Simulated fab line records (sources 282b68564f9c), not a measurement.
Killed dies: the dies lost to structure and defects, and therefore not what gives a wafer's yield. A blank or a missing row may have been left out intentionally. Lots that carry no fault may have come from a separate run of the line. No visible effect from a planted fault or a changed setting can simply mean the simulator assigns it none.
A lot that was struck, set against a sound lot ; flow rit_cmos ; 19 out of 202 route steps
Sound: these wafers, L445.3, L445.4, L445.5. Wafers struck: L447.3, L447.4, L447.5. The cause is given at the end.
Order at every step that has rows: each side's tool, ch and its chambers, its first start. Under that, the readings that differ: sound wafers ; struck wafers ; difference of the means ; sigmas: that difference in standard deviations of wafers without a fault.
alike: same words and numbers on both sides, and readings whose means sit less than 2 such deviations apart. not compared: any withheld reading, any reading some wafer has no value for, any bound like >300 that may hide the same value, and any number with overlapping values for which the record gives no deviation.
A row with sigmas, a row that says differs or no value, or rows on one side alone: a step with any of these is where the two part. Numbers that have no deviation but don't overlap get no sigmas and don't part them. A reading missing from all wafers of one side parts the sides only when that side holds two or more wafers.

first, 1 step without rows for these wafers: RIT_SILICIDE_WET_ETCH_00 (etches SiO2 in BOE, target depth 14 nm, time 15 s).
RIT_SILICIDE_SPUTTER_01: material Ti, target thk 30 nm, time 240 s.
  sound on pvd_sputter-04, day 6 08:44; struck on pvd_sputter-04, day 6 16:58
  alike: cathode_dc_power_W, throttle_valve_pct
RIT_SILICIDE_RS_MEAS_02: uses a four-point probe to measure.
  sound on film_metro-02, day 6 08:56; struck on film_metro-04, day 6 17:09
reading;sound;struck;difference;sigmas
SILICIDE_TI_RS (ohm/sq);48.6 46.9 47.2;49.1 48.9 50.3;+1.9;+3
RIT_SILICIDE_THK_MEAS_03: measures by xrf.
  sound on film_metro-02, day 6 09:02; struck on film_metro-04, day 6 17:15
reading;sound;struck;difference;sigmas
SILICIDE_TI_THK (nm);29.5 30.4 30.3;29.2 29.4 28.7;-1.0;-3
RIT_SILICIDE_RTA_04: time 10 s, ramp up 5 s, ramp down 5 s.
  sound on rtp_anneal-02 ch 0, day 6 09:06; struck on rtp_anneal-02 ch 0, day 6 17:19
  alike: wafer_temp_C_max
then, 1 step without rows for these wafers: RIT_SILICIDE_WET_ETCH_05 (etches Ti in SPM, time 120 s).
RIT_SILICIDE_RTA_06: time 10 s, ramp up 5 s, ramp down 10 s.
  sound on rtp_anneal-01 ch 0, day 6 09:13; struck on rtp_anneal-01 ch 0, day 6 17:25
  alike: wafer_temp_C_max
RIT_CONTACT_CVD_00: deposits SiO2 from TEOS, target thk 400 nm, time 61 s.
  sound on pecvd-04 ch 0,2, day 6 09:15; struck on pecvd-03 ch 0,1,2, day 6 17:28
  alike: heater_power_w
RIT_CONTACT_THK_MEAS_01:
  sound on film_metro-04, day 6 09:19; struck on film_metro-02, day 6 17:32
  alike: CONTACT_TEOS_THK
then, 3 steps without rows for these wafers: RIT_CONTACT_HMDS_02 (prime time 60 s); RIT_CONTACT_COAT_03 (resist thk 1000 nm); RIT_CONTACT_SOFTBAKE_04 (time 60 s).
RIT_CONTACT_EXPOSE_05: exposes mask M11, target cd 1000 nm.
  sound on iline_stepper-01 ch 0, day 6 10:04; struck on iline_stepper-02 ch 0, day 6 18:11
reading;sound;struck;difference;sigmas
model.CONTACT.overlay_x_nm (nm);0.1403 0.1403 0.1403;240.3 240.3 240.3;+240.2;
  alike: mask
then, 2 steps without rows for these wafers: RIT_CONTACT_PEB_06; RIT_CONTACT_DEVELOP_07 (develop time 120 s).
RIT_CONTACT_CD_MEAS_08: the cd target is 1000 nm.
  sound on cd_sem-01, day 6 10:35; struck on cd_sem-01, day 6 18:43
  alike: cd_nm
RIT_CONTACT_OVL_MEAS_09:
  sound on overlay-02, day 6 10:41; struck on overlay-01, day 6 18:48
reading;sound;struck;difference;sigmas
CONTACT_OVL (nm);1.0 -1.2 0.6;240.9 241.0 241.2;+240.9;+99 or more
then, 1 step without rows for these wafers: RIT_CONTACT_HARDBAKE_10 (time 60 s).
RIT_M1_PROBE_99:
  sound on prober-01, day 6 15:49; struck on prober-02, day 7 00:04
reading;sound;struck;difference;sigmas
model.etest.contact_to_gate.over_limit;0 0 0;1 1 1;+1;
model.etest.contact_to_gate.short;0 0 0;1 1 1;+1;
model.etest.nmos_0p15.junction_log10_a_um;-13.51 -13.63 -13.5;-12.86 -12.96 -12.99;+0.61;
model.etest.nmos_narrow.off_log10_a_um;-13.34 -13.29 -13.19;-12.76 -12.86 -12.88;+0.44;
model.etest.gate_end_array.leak_log10_a_um;-12.84 -12.89 -12.91;-12.58 -12.62 -12.56;+0.29;
model.etest.nmos_0p3.off_log10_a_um;-13.01 -13.13 -13.05;-12.71 -12.8 -12.8;+0.29;
model.etest.pmos_0p15.junction_log10_a_um;-13.77 -13.74 -13.59;-13.56 -13.55 -13.56;+0.14;
model.etest.contact_diode_array.leak_log10_a (angstrom);-9.329 -9.325 -9.359;-9.234 -9.204 -9.316;+0.086;
  alike: killed_at_contacts, killed_at_front_end, killed_dies, killed_open, killed_short

WHERE THEY PART
First at RIT_SILICIDE_RS_MEAS_02; last, within this record, at RIT_CONTACT_OVL_MEAS_09. Later steps at which nothing parts them and some readings are alike: RIT_M1_PROBE_99.

WHY: whatever the simulator had introduced
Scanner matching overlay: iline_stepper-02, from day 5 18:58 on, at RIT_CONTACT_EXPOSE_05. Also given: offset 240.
